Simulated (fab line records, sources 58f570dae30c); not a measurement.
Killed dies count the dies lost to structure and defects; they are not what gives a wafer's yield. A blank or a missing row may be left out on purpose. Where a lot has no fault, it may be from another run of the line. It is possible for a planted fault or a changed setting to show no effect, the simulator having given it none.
The tool behind it: which one? / flow berkeley cmos170 / 18 wafers from 6 lots sampled at 3 of the route's 331 steps

## WHAT THE GAUGES SHOWED, per wafer
UCB170_V1_CD_MEAS_90: the cd target is 700 nm.
lot=L118; measured=day 8 11:30; on=cd sem-01; cd nm (nm)=702.4 703.1 701.8
lot=L125; measured=day 9 22:19; on=cd sem-02; cd nm (nm)=697.8 699.3 699.2
lot=L127; measured=day 10 12:07; on=cd sem-02; cd nm (nm)=698.1 699.8 699.4
lot=L130; measured=day 11 00:26; on=cd sem-01; cd nm (nm)=700.6 699.9 701.0
lot=L132; measured=day 11 02:08; on=cd sem-02; cd nm (nm)=699.6 702.1 700.5
lot=L138; measured=day 12 06:02; on=cd sem-02; cd nm (nm)=701.2 703.0 702.0

## WHAT TOOL EACH LOT RAN ON (gives the tool, then ch and the chambers of the sampled wafers, and finally the start)
lot=L118; UCB170_V1_ETCH_14=rie diel-03 ch 0,3, day 8 11:12; UCB170_V1_STRIP_15=plasma asher-01 ch 0,1, day 8 11:23
lot=L125; UCB170_V1_ETCH_14=rie diel-02 ch 0,2,3, day 9 22:02; UCB170_V1_STRIP_15=plasma asher-02 ch 0,1, day 9 22:13
lot=L127; UCB170_V1_ETCH_14=rie diel-01 ch 1,2, day 10 11:50; UCB170_V1_STRIP_15=plasma asher-03 ch 0,1, day 10 12:01
lot=L130; UCB170_V1_ETCH_14=rie diel-01 ch 0,1,2, day 11 00:07; UCB170_V1_STRIP_15=plasma asher-03 ch 0,1, day 11 00:20
lot=L132; UCB170_V1_ETCH_14=rie diel-01 ch 0,1,3, day 11 01:52; UCB170_V1_STRIP_15=plasma asher-01 ch 0,1, day 11 02:02
lot=L138; UCB170_V1_ETCH_14=rie diel-02 ch 1,2,3, day 12 05:43; UCB170_V1_STRIP_15=plasma asher-02 ch 0,1, day 12 05:56
- UCB170_V1_ETCH_14: etches SiO2 in CHF3/CF4/Ar, stops on Al, target depth 1250 nm, time 291 s.
- UCB170_V1_STRIP_15: strips in O2.

## THE ANSWER, worked out from the rows above alone
Rule: usual is defined by the lots themselves. Put in order of their means at a reading, lots are off if they are a third of the lots or fewer, leave a main group of 4 or more, and stand apart from it by a gap of 3 or more times the standard deviation of the main group's means; of several such gaps the widest counts. The tables above print the reading to a certain number of digits; a main group whose means all agree to those digits is not used. A lot without any number at a reading at which 4 lots or more have one is off too. The other lots that the step has rows for count as sound.
No lot is off at any reading shown: from this, nothing can be told.

## WHAT HAD BEEN PUT IN BY THE SIMULATOR
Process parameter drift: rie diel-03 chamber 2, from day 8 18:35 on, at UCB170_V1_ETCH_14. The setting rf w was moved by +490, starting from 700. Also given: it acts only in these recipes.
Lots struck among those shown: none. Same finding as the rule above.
